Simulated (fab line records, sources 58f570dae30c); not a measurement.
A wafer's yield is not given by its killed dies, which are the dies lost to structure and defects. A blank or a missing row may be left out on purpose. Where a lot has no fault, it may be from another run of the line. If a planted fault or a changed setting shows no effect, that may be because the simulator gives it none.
fab line records -- flow berkeleyCmos170
[record] lots = 14, wafers = 41, lastDay = 13
route steps=331 shown PLDD@153
lots that met no fault: from a run of the same line without faults
startH: the number of hours between the record's first day and the start of the first shown wafer of the lot -- waitH: how many hours have passed since the lot's step before this one -- " the same as in the row above -- L1.1+2: a row that stands for several wafers -- - value missing, or start not given -- * or withheld: withheld -- < > ~ a bound
route shown NAME@n: NAME is a module with steps in the file, n the number in the route of the first one -- usual: mean and standard deviation over wafers with no fault -- same: alike in all rows -- chamber/n: place in a boat -- sites: the reading at each site -- _std_site: the standard deviation of these -- _edge_site: mean of outer sites minus mean of inner sites -- radiusMm: for every site, how far away it sits from the centre of the wafer -- mask NAME#n: copy n -- behind: tool/chamber where the wafer was last shaped -- hold: the reason the lot was held/the length of the hold in hours/how it ended -- device: transistor that didn't switch, given as n, p or np -- end of line: the route-end tests of the same wafers -- a step without rows: its recipe alone -- killed: count of dies lost to structure and defects at first sort (not the wafer's yield) -- map: a wafer's dies, x killed, . not, _ none there
set.NAME: the setting the step ran with; set.NAME@STEP: the setting that earlier step ran with -- model.NAME: the simulator's own value behind a step, which no gauge read
steps of the route over a sample of lots; a table a step, a row a wafer
services: when a tool's chamber went out of use (startH, in hours from the record's first day, below 0 if earlier), for how many hours, and the reason
[[steps]]
[step UCB170_PLDD_IMPLANT_08]
[recipe] species = BF2, doseCm2 = 5e+13, energyKev = 10, tiltDeg = 7, rotationDeg = 0
[usual] beamOnS = 10.02/0.2, doseIonsCm2 = 5e+13/5.7e+10
lot.wafer,tool,chamber,startH,waitH,beamOnS,doseIonsCm2
L672.3,implanter-01,0,175.03,0.1,9.69,5.004e+13
L672.5,implanter-01,0,175.03,0.1,9.52,5.005e+13
L672.6,implanter-01,0,175.03,0.1,9.78,5.015e+13
L673.1,implanter-04,0,175.25,0.0,9.96,4.983e+13
L673.2,implanter-04,0,175.25,0.0,10.20,4.996e+13
L673.5,implanter-04,0,175.25,0.0,9.87,4.993e+13
L676.1,implanter-04,0,182.97,0.0,9.91,4.998e+13
L676.2,implanter-04,0,182.97,0.0,10.13,4.999e+13
L676.4,implanter-04,0,182.97,0.0,10.42,4.999e+13
L675.1,implanter-01,0,183.21,0.0,10.37,4.993e+13
L675.3,implanter-01,0,183.21,0.0,10.27,4.992e+13
L675.4,implanter-01,0,183.21,0.0,9.94,4.997e+13
L677.2,implanter-02,0,197.18,0.0,10.15,5.008e+13
L677.3,implanter-02,0,197.18,0.0,9.69,5.006e+13
L677.4,implanter-02,0,197.18,0.0,10.10,4.998e+13
L679.2,implanter-04,0,210.71,0.0,10.20,5.004e+13
L679.3,implanter-04,0,210.71,0.0,10.18,5.011e+13
L679.5,implanter-04,0,210.71,0.0,10.18,5e+13
L678.2,implanter-04,0,211.31,0.0,14.05,7.106e+13
L678.3,implanter-04,0,211.31,0.0,13.51,7.102e+13
L678.5,implanter-04,0,211.31,0.0,13.63,7.111e+13
L682.1,implanter-04,0,234.09,0.0,13.84,7.102e+13
L682.4,implanter-04,0,234.09,0.0,13.68,7.106e+13
L685.1,implanter-02,0,234.30,0.0,9.93,4.998e+13
L685.2,implanter-02,0,234.30,0.0,9.62,5.003e+13
L685.4,implanter-02,0,234.30,0.0,9.95,5e+13
L684.1,implanter-01,0,234.54,0.0,10.06,5.009e+13
L684.5,implanter-01,0,234.54,0.0,10.14,4.996e+13
L684.6,implanter-01,0,234.54,0.0,10.21,5.004e+13
L688.1,implanter-02,0,242.85,0.0,10.22,4.999e+13
L688.4,implanter-02,0,242.85,0.0,10.08,4.996e+13
L688.6,implanter-02,0,242.85,0.0,9.95,4.995e+13
L690.1,implanter-02,0,249.27,0.0,9.86,5.012e+13
L690.2,implanter-02,0,249.27,0.0,9.91,5.001e+13
L690.5,implanter-02,0,249.27,0.0,10.06,4.997e+13
L689.1,implanter-01,0,249.54,0.0,10.11,5.002e+13
L689.2,implanter-01,0,249.54,0.0,10.10,4.995e+13
L689.4,implanter-01,0,249.54,0.0,9.63,5.003e+13
L692.1,implanter-02,0,273.07,0.0,10.18,4.994e+13
L692.2,implanter-02,0,273.07,0.0,9.94,4.996e+13
L692.3,implanter-02,0,273.07,0.0,10.16,4.997e+13
[step UCB170_PLDD_TW_MEAS_11]
[usual] PLDD_TW = 1011/6.2
lot.wafer,tool,chamber,startH,waitH,hold,PLDD_TW
L672.3,filmMetro-01,-,175.40,0.1,-,1014
L672.5,filmMetro-01,-,175.40,0.1,-,1013
L672.6,filmMetro-01,-,175.40,0.1,-,1018
L673.1,filmMetro-01,-,175.65,0.1,-,1017
L673.2,filmMetro-01,-,175.65,0.1,-,1013
L673.5,filmMetro-01,-,175.65,0.1,-,1018
L676.1,filmMetro-01,-,183.37,0.1,-,1015
L676.2,filmMetro-01,-,183.37,0.1,-,1016
L676.4,filmMetro-01,-,183.37,0.1,-,1018
L675.1,filmMetro-04,-,183.61,0.1,-,1001
L675.3,filmMetro-04,-,183.61,0.1,-,1003
L675.4,filmMetro-04,-,183.61,0.1,-,1003
L677.2,filmMetro-02,-,197.56,0.1,-,1017
L677.3,filmMetro-02,-,197.56,0.1,-,1007
L677.4,filmMetro-02,-,197.56,0.1,-,1010
L679.2,filmMetro-02,-,211.10,0.1,-,1014
L679.3,filmMetro-02,-,211.10,0.1,-,1010
L679.5,filmMetro-02,-,211.10,0.1,-,1011
L678.2,filmMetro-04,-,211.70,0.1,awaitDispo/0.2h/release,1056
L678.3,filmMetro-04,-,211.70,0.1,awaitDispo/0.2h/release,1060
L678.5,filmMetro-04,-,211.70,0.1,awaitDispo/0.2h/release,1061
L678.2,filmMetro-04,-,211.92,0.2,-,1062
L678.3,filmMetro-04,-,211.92,0.2,-,1061
L678.5,filmMetro-04,-,211.92,0.2,-,1058
L682.1,filmMetro-01,-,234.49,0.1,awaitDispo/0.2h/release,1076
L682.4,filmMetro-01,-,234.49,0.1,awaitDispo/0.2h/release,1080
L682.1,filmMetro-01,-,234.72,0.2,-,1081
L682.4,filmMetro-01,-,234.72,0.2,-,1076
L685.1,filmMetro-04,-,234.70,0.1,-,1005
L685.2,filmMetro-04,-,234.70,0.1,-,998
L685.4,filmMetro-04,-,234.70,0.1,-,998
L684.1,filmMetro-02,-,234.94,0.1,-,1008
L684.5,filmMetro-02,-,234.94,0.1,-,1007
L684.6,filmMetro-02,-,234.94,0.1,-,1010
L688.1,filmMetro-02,-,243.28,0.1,-,1016
L688.4,filmMetro-02,-,243.28,0.1,-,1009
L688.6,filmMetro-02,-,243.28,0.1,-,1018
L690.1,filmMetro-01,-,249.67,0.1,-,1024
L690.2,filmMetro-01,-,249.67,0.1,-,1021
L690.5,filmMetro-01,-,249.67,0.1,-,1022
L689.1,filmMetro-04,-,249.94,0.1,-,1003
L689.2,filmMetro-04,-,249.94,0.1,-,1003
L689.4,filmMetro-04,-,249.94,0.1,-,1003
L692.1,filmMetro-01,-,273.49,0.1,-,1018
L692.2,filmMetro-01,-,273.49,0.1,-,1014
L692.3,filmMetro-01,-,273.49,0.1,-,1017
[step UCB170_SDANNEAL_RS_MEAS_04]
[recipe] thkMeasGauge = four-point-probe
[usual] PLDD_RS = 1030.0/2.9
lot.wafer,tool,chamber,startH,waitH,hold,PLDD_RS[ohm/sq]
L673.1,filmMetro-04,-,189.64,0.1,-,1026.6
L673.2,filmMetro-04,-,189.64,0.1,-,1028.4
L673.5,filmMetro-04,-,189.64,0.1,-,1027.6
L672.3,filmMetro-02,-,190.23,0.1,-,1034.6
L672.5,filmMetro-02,-,190.23,0.1,-,1034.2
L672.6,filmMetro-02,-,190.23,0.1,-,1033.9
L676.1,filmMetro-04,-,196.85,0.1,-,1029.9
L676.2,filmMetro-04,-,196.85,0.1,-,1029.4
L676.4,filmMetro-04,-,196.85,0.1,-,1029.7
L675.1,filmMetro-02,-,197.06,0.1,-,1033.6
L675.3,filmMetro-02,-,197.06,0.1,-,1034.9
L675.4,filmMetro-02,-,197.06,0.1,-,1033.5
L677.2,filmMetro-02,-,213.24,0.1,-,1032.5
L677.3,filmMetro-02,-,213.24,0.1,-,1037.1
L677.4,filmMetro-02,-,213.24,0.1,-,1035.4
L679.2,filmMetro-01,-,224.46,0.1,-,1027.9
L679.3,filmMetro-01,-,224.46,0.1,-,1031.3
L679.5,filmMetro-01,-,224.46,0.1,-,1028.2
L678.2,filmMetro-04,-,224.94,0.1,awaitDispo/0.2h/release,882.4
L678.3,filmMetro-04,-,224.94,0.1,awaitDispo/0.2h/release,880.6
L678.5,filmMetro-04,-,224.94,0.1,awaitDispo/0.2h/release,884.3
L678.2,filmMetro-04,-,225.23,0.3,-,881.3
L678.3,filmMetro-04,-,225.23,0.3,-,881.2
L678.5,filmMetro-04,-,225.23,0.3,-,883.0
L682.1,filmMetro-04,-,248.16,0.1,awaitDispo/0.2h/release,885.6
L682.4,filmMetro-04,-,248.16,0.1,awaitDispo/0.2h/release,883.6
L682.1,filmMetro-04,-,248.44,0.3,-,886.2
L682.4,filmMetro-04,-,248.44,0.3,-,883.0
L684.1,filmMetro-01,-,248.46,0.1,-,1027.9
L684.5,filmMetro-01,-,248.46,0.1,-,1029.6
L684.6,filmMetro-01,-,248.46,0.1,-,1027.4
L685.1,filmMetro-02,-,248.63,0.1,-,1032.9
L685.2,filmMetro-02,-,248.63,0.1,-,1034.2
L685.4,filmMetro-02,-,248.63,0.1,-,1032.0
L688.1,filmMetro-01,-,256.29,0.1,-,1032.8
L688.4,filmMetro-01,-,256.29,0.1,-,1031.8
L688.6,filmMetro-01,-,256.29,0.1,-,1033.1
L689.1,filmMetro-02,-,263.58,0.1,-,1032.3
L689.2,filmMetro-02,-,263.58,0.1,-,1034.7
L689.4,filmMetro-02,-,263.58,0.1,-,1034.8
L690.1,filmMetro-01,-,263.77,0.1,-,1024.7
L690.2,filmMetro-01,-,263.77,0.1,-,1029.2
L690.5,filmMetro-01,-,263.77,0.1,-,1026.0
L692.1,filmMetro-02,-,286.95,0.1,-,1026.3
L692.2,filmMetro-02,-,286.95,0.1,-,1029.2
L692.3,filmMetro-02,-,286.95,0.1,-,1026.6
[[services]]
tool,chamber,startH,hours,kind
implanter-01,-,158.76,1.0,repair
implanter-04,-,167.76,2.4,repair
implanter-02,-,168.64,4.4,pm
implanter-04,-,170.53,4.1,repair
implanter-01,-,236.75,3.2,pm
implanter-04,-,272.63,2.5,repair
[[key]]
[firstSign] step = UCB170_PLDD_IMPLANT_08, reading = doseIonsCm2, direction = up, sigmas = 99+, usual = 5e+13, struck = 7.105e+13
[effect] step = UCB170_PLDD_IMPLANT_08, reading = beamOnS, direction = up, sigmas = 19, usual = 10.02, struck = 13.74
[effect] step = UCB170_PLDD_TW_MEAS_11, reading = visit, direction = added
[effect] step = UCB170_PLDD_TW_MEAS_11, reading = PLDD_TW, direction = up, sigmas = 8.9, usual = 1011, struck = 1067
[effect] step = UCB170_SDANNEAL_RS_MEAS_04, reading = PLDD_RS, direction = down, sigmas = 51, usual = 1030.0, struck = 883.3
metAt UCB170_PLDD_IMPLANT_08
struckLots L678,L682
scrappedBehind UCB170_SDANNEAL_RS_MEAS_04 L678.2,L678.3,L678.5,L682.1,L682.4
onsetBetween 210.71 211.31
[fault] kind = processParameterDrift, tool = implanter-04, chamber = -, onsetH = 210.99, steps = UCB170_PLDD_IMPLANT_08, channel = doseCm2, offset = 2.1e+13, shape = step, endH = 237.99, actsIn = theseRecipesOnly, stated = 5e+13
